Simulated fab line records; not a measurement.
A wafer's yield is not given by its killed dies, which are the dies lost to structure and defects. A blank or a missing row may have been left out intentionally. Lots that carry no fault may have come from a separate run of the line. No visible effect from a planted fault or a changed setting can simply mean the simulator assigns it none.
What tool caused it? | flow ritCmos | 14 lots with 42 wafers sampled at 4 steps, on a route of 202 steps

## WHAT THE GAUGES SHOWED, per wafer
RIT_ACTIVE_CD_MEAS_11: the cd target is 1400 nm. Usual: cdNm reads 1399.7 nm (standard deviation 2.2).
lot  | measured    | on       | cdNm (nm)            | flag
L788 | day 1 20:38 | cdSem-02 | 1399.9 1399.5 1398.8 | 
L789 | day 2 00:30 | cdSem-02 | 1404.4 1404.3 1405.0 | 
L791 | day 2 11:08 | cdSem-01 | 1395.7 1394.0 1395.5 | 
L795 | day 3 08:25 | cdSem-01 | 1400.9 1402.6 1400.3 | 
L796 | day 3 13:01 | cdSem-01 | 1399.7 1398.5 1400.8 | 
L797 | day 3 16:41 | cdSem-02 | 1398.1 1398.5 1400.3 | 
L799 | day 4 04:19 | cdSem-02 | 1398.6 1397.7 1400.7 | 
L800 | day 4 07:47 | cdSem-02 | 1403.7 1401.4 1399.4 | 
L801 | day 4 14:08 | cdSem-02 | 1400.9 1399.1 1399.9 | 
L802 | day 4 18:00 | cdSem-02 | 1399.6 1399.8 1396.3 | 
L803 | day 4 22:42 | cdSem-01 | 1396.5 1396.1 1397.2 | 
L804 | day 5 04:35 | cdSem-02 | 1399.0 1400.7 1401.9 | 
L805 | day 5 09:19 | cdSem-01 | 1398.7 1400.9 1399.2 | 
L807 | day 5 19:40 | cdSem-01 | 1400.6 1399.9 1401.7 | 

RIT_PWELL_OVL_MEAS_06. Usual: PWELL_OVL typically reads 0.6 nm, with standard deviation 1.4.
lot  | measured    | on         | PWELL_OVL (nm) | flag
L788 | day 2 04:20 | overlay-01 | 2.2 1.7 1.5    | 
L789 | day 2 13:03 | overlay-01 | -0.8 1.4 1.9   | 
L791 | day 2 20:01 | overlay-01 | 1.9 2.2 1.6    | 
L795 | day 3 15:43 | overlay-01 | 0.5 0.8 2.6    | 
L796 | day 3 21:10 | overlay-01 | 0.4 1.8 0.5    | 
L797 | day 4 03:33 | overlay-02 | -1.9 -1.1 -1.0 | 
L799 | day 4 11:42 | overlay-02 | -0.7 2.0 2.5   | 
L800 | day 4 20:10 | overlay-02 | -1.5 -0.2 -1.5 | 
L801 | day 4 21:58 | overlay-02 | 1.6 -0.1 0.3   | 
L802 | day 5 03:37 | overlay-01 | 1.0 1.6 0.5    | 
L803 | day 5 08:35 | overlay-01 | 1.5 0.4 1.4    | 
L804 | day 5 11:58 | overlay-01 | 3.2 2.5 3.1    | 
L805 | day 5 17:23 | overlay-02 | 0.4 -1.3 0.5   | 
L807 | day 6 04:07 | overlay-02 | 1.6 1.2 1.9    | 

RIT_GATE_CD_MEAS_16: the cd target is 150 nm. Usual: cdNm reads 150.4 nm (standard deviation 3).
lot  | measured    | on       | cdNm (nm)         | flag
L788 | day 2 19:28 | cdSem-02 | 151.7 148.2 149.7 | 
L789 | day 3 08:43 | cdSem-01 | 151.7 153.4 153.6 | 
L791 | day 3 11:29 | cdSem-02 | 153.5 153.6 156.1 | 
L795 | day 4 06:17 | cdSem-02 | 154.9 155.3 156.7 | 
L796 | day 4 15:08 | cdSem-02 | 151.7 151.5 152.4 | 
L797 | day 4 19:22 | cdSem-02 | 151.9 150.1 149.3 | 
L799 | day 5 06:04 | cdSem-01 | 146.4 146.2 148.6 | 
L800 | day 5 11:37 | cdSem-02 | 153.9 155.0 156.6 | 
L801 | day 5 14:27 | cdSem-02 | 146.5 143.0 144.5 | 
L802 | day 5 20:44 | cdSem-02 | 147.9 147.2 147.6 | 
L803 | day 6 00:54 | cdSem-02 | 151.4 154.5 148.7 | 
L804 | day 6 02:26 | cdSem-02 | 152.0 150.4 150.1 | 
L805 | day 6 10:08 | cdSem-02 | 147.2 145.6 143.9 | 
L807 | day 6 18:21 | cdSem-01 | 152.3 155.6 156.1 | 

## WHICH TOOL RAN EACH LOT (tool, then ch and the chambers of the sampled wafers, then the start)
lot  | RIT_NRETRO_SOFTBAKE_02
L788 | lithoTrack-03 ch 0, day 2 10:43
L789 | lithoTrack-04 ch 0, day 2 19:24
L791 | lithoTrack-02 ch 0, day 3 03:13
L795 | lithoTrack-04 ch 0, day 3 22:08
L796 | lithoTrack-03 ch 0, day 4 04:58
L797 | lithoTrack-03 ch 0, day 4 09:53
L799 | lithoTrack-02 ch 0, day 4 18:01
L800 | lithoTrack-04 ch 0, day 5 03:08
L801 | lithoTrack-03 ch 0, day 5 05:46
L802 | lithoTrack-03 ch 0, day 5 10:50
L803 | lithoTrack-04 ch 0, day 5 15:50
L804 | lithoTrack-03 ch 0, day 5 18:17
L805 | lithoTrack-04 ch 0, day 5 23:41
L807 | lithoTrack-04 ch 0, day 6 11:08
- RIT_NRETRO_SOFTBAKE_02: time 60 s.

## AS READ BY THE TOOLS THEMSELVES (means over the sampled wafers that have a number; for cases with no such wafer, the mark the record gives instead)
RIT_NRETRO_SOFTBAKE_02. Usual: heaterPowerTotalW 34.57 W, standard deviation 0.052; plateTempC 90.01 C, standard deviation 0.13.
lot  | tool          | heaterPowerTotalW (W) | plateTempC (C) | flag
L788 | lithoTrack-03 | 34.56                 | 89.86          | 
L789 | lithoTrack-04 | 34.60                 | 90.02          | 
L791 | lithoTrack-02 | 34.60                 | 90.01          | 
L795 | lithoTrack-04 | 34.58                 | 90.10          | 
L796 | lithoTrack-03 | 34.52                 | 89.96          | 
L797 | lithoTrack-03 | 34.53                 | 89.97          | 
L799 | lithoTrack-02 | 34.58                 | 90.16          | 
L800 | lithoTrack-04 | 34.54                 | 90.05          | 
L801 | lithoTrack-03 | 34.56                 | 89.81          | 
L802 | lithoTrack-03 | 34.60                 | 89.90          | 
L803 | lithoTrack-04 | 34.53                 | 89.99          | 
L804 | lithoTrack-03 | 34.59                 | 90.05          | 
L805 | lithoTrack-04 | 32.40                 | 86.01          | OFF
L807 | lithoTrack-04 | 32.42                 | 86.06          | OFF

## THE ANSWER, worked out from the rows above alone
Rule: lot off if the mean of its wafers having a number is beyond 3 standard deviations from the usual mean. A lot without any number at a reading at which 4 lots or more have one is off too. The other lots that the step has rows for count as sound. First the gauges in route order, then the tools' own readings, where a lot's mean is used as printed above. At the first step where some lot is off, the reading lying furthest off is the one used; lots without a number count as furthest.
Off: L805, L807 (RIT_NRETRO_SOFTBAKE_02, heaterPowerTotalW).
A tool fits if, at that step or a process step before it, it ran every lot that is off, and no sound lot after the first of them. One candidate fits, namely lithoTrack-04 at RIT_NRETRO_SOFTBAKE_02. A fault onset in the window from L803 (day 5 15:50, its last sound lot) to L805 (day 5 23:41, its first lot off) fits.
The tool's own readings at RIT_NRETRO_SOFTBAKE_02 bear it out: on the lots that are off they differ by more than 5 times the standard deviation of the sound lots' means. heaterPowerTotalW reads 32.41 W there against 34.57 W on the sound lots; plateTempC reads 86.03 C there against 89.99 C on the sound lots.

## WHAT THE SIMULATOR HAD INSERTED
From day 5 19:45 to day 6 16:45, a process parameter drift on lithoTrack-04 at RIT_NRETRO_SOFTBAKE_02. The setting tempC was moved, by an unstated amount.
Struck lots among those shown: L805, L807. The rule given above showed the same thing.
